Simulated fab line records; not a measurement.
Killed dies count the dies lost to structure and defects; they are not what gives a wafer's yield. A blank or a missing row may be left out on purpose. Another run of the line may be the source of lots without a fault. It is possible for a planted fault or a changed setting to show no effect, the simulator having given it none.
Check of tool commonality    flow rit_cmos    Sampled: 15 lots, 45 wafers

== REASON IT WAS OPENED ==
RIT_NSD_OVL_MEAS_06, reading NSD_OVL: flagged on 3 of 15 lots. No-fault wafers: 0.2 nm, standard deviation 1.4.
Rule: a lot gets a flag if all its wafers with a number sit over 4 standard deviations from that mean, or if no wafer of it has a number. As for the other lots, they are considered sound.

lot   measured     on          NSD_OVL (nm), wafer by wafer  flag
L733  day 3 15:36  overlay-02  -0.2 -1.9 1.6                 
L735  day 3 21:22  overlay-01  1.3 1.4 -0.2                  
L738  day 4 14:10  overlay-02  -0.3 1.2 1.2                  
L739  day 4 16:24  overlay-01  0.8 1.1 0.7                   
L741  day 4 19:38  overlay-02  1.4 -0.1 -0.4                 
L740  day 4 20:53  overlay-02  -0.8 -1.0 0.7                 
L742  day 5 02:50  overlay-02  1.7 1.5 -0.5                  
L745  day 5 15:11  overlay-01  -1.6 -1.0 -1.8                
L746  day 5 17:49  overlay-02  -1.0 0.5 -1.1                 
L747  day 5 22:49  overlay-02  3490.7 3491.4 3491.6          FLAGGED
L748  day 6 03:44  overlay-02  3490.9 3490.5 3490.7          FLAGGED
L750  day 6 11:38  overlay-01  3490.2 3489.7 3491.1          FLAGGED
L751  day 6 18:46  overlay-01  2.0 -0.8 1.3                  
L753  day 7 06:38  overlay-02  -0.9 0.6 -0.1                 
L756  day 7 22:10  overlay-02  2.7 2.5 2.5                   
The numbers of the flagged lots are 3490.8 nm on average: +3490.6 nm against the usual, or +99 or more standard deviations.

== TOOL THAT RAN EACH LOT ==
The record keeps 1 process step preceding the reading, out of 202 steps on the route. Read each cell as the tool, then ch plus the chambers that the sampled wafers visited, then the start.
lot   flag     RIT_NSD_EXPOSE_03
L733           iline_stepper-01 ch 0, day 3 15:14
L735           iline_stepper-01 ch 0, day 3 20:55
L738           iline_stepper-01 ch 0, day 4 13:37
L739           iline_stepper-01 ch 0, day 4 16:01
L741           iline_stepper-02 ch 0, day 4 19:14
L740           iline_stepper-02 ch 0, day 4 20:23
L742           iline_stepper-02 ch 0, day 5 02:26
L745           iline_stepper-01 ch 0, day 5 14:49
L746           iline_stepper-02 ch 0, day 5 17:23
L747  FLAGGED  iline_stepper-01 ch 0, day 5 22:25
L748  FLAGGED  iline_stepper-01 ch 0, day 6 03:20
L750  FLAGGED  iline_stepper-01 ch 0, day 6 11:14
L751           iline_stepper-02 ch 0, day 6 18:20
L753           iline_stepper-02 ch 0, day 7 06:14
L756           iline_stepper-02 ch 0, day 7 21:46
What these steps do:
- RIT_NSD_EXPOSE_03: exposes mask M9, target cd 40700 nm.
- RIT_NSD_OVL_MEAS_06

== FLAGGED OVER TOTAL, TOOL BY TOOL (the gauges that took the reading come last) ==
step                 tool              lots run  flagged  share of the flagged lots  sound lots run after its first flagged lot
RIT_NSD_EXPOSE_03    iline_stepper-01  8         3        all                        0
RIT_NSD_EXPOSE_03    iline_stepper-02  7         0        none                       -
RIT_NSD_OVL_MEAS_06  overlay-01        5         1        some                       1 (L751)
RIT_NSD_OVL_MEAS_06  overlay-02        10        2        some                       2 (L753,L756)

== WHAT THE TABLE PERMITS ==
1 row of the table ran every flagged lot: iline_stepper-01 at RIT_NSD_EXPOSE_03.
- iline_stepper-01 at RIT_NSD_EXPOSE_03 ran 8 lots, 3 of them flagged. A fault beginning between L745 (day 5 14:49), its last sound lot, and L747 (day 5 22:25), its first flagged one, fits the data.
One tool is left: iline_stepper-01 at RIT_NSD_EXPOSE_03.

== WHAT WAS PUT IN BY THE SIMULATOR ==
Scanner matching overlay: iline_stepper-01, from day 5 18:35 on, at RIT_NSD_EXPOSE_03. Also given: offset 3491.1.
Shown lots that were struck: L747, L748, L750. Same finding as the rule above.
